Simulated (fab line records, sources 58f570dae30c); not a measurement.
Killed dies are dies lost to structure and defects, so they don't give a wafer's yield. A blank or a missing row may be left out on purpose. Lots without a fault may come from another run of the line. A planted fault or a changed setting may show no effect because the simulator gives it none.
Which tool did it? | flow berkeley_cmos170 | 7 lots, 21 wafers sampled, at 2 steps of a route of 331

WHAT THE GAUGES READ, wafer by wafer
UCB170_PVT_OVL_MEAS_06.
lot  | measured     | on         | PVT_OVL (nm)
L547 | day 6 21:49  | overlay-01 | -7 6 -6
L548 | day 7 09:14  | overlay-01 | -6 -7 2
L552 | day 7 20:22  | overlay-02 | 9 8 4
L554 | day 8 20:31  | overlay-02 | 0 4 -2
L557 | day 9 06:24  | overlay-02 | -7 -3 10
L560 | day 10 00:05 | overlay-02 | -9 -13 -9
L567 | day 10 17:40 | overlay-01 | -6 -11 -6

WHICH TOOL RAN EACH LOT (tool, then ch and the chambers of the sampled wafers, then the start)
lot  | UCB170_PWELL_STRIP_16
L547 | plasma_asher-04 ch 0,1, day 3 17:42
L548 | plasma_asher-01 ch 0,1, day 4 01:49
L552 | plasma_asher-01 ch 0,1, day 4 15:13
L554 | plasma_asher-04 ch 0,1, day 5 11:40
L557 | plasma_asher-04 ch 0,1, day 5 20:25
L560 | plasma_asher-01 ch 0,1, day 6 15:59
L567 | plasma_asher-04 ch 0,1, day 7 19:37
- UCB170_PWELL_STRIP_16: strips in O2.

THE ANSWER, worked out from the rows above alone
Rule: what is usual is taken from the lots themselves. Put in order of their means at a reading, lots are off if they are a third of the lots or fewer, leave a main group of 4 or more, and stand apart from it by a gap of 3 or more times the standard deviation of the main group's means; of several such gaps the widest counts. A main group whose means are all the same, to the digits that the tables above print for the reading, isn't used. A lot without any number at a reading at which 4 lots or more have one is off too. The other lots that the step has rows for count as sound.
No lot is off at any reading shown: from this, nothing can be told.

WHAT THE SIMULATOR HAD PUT IN
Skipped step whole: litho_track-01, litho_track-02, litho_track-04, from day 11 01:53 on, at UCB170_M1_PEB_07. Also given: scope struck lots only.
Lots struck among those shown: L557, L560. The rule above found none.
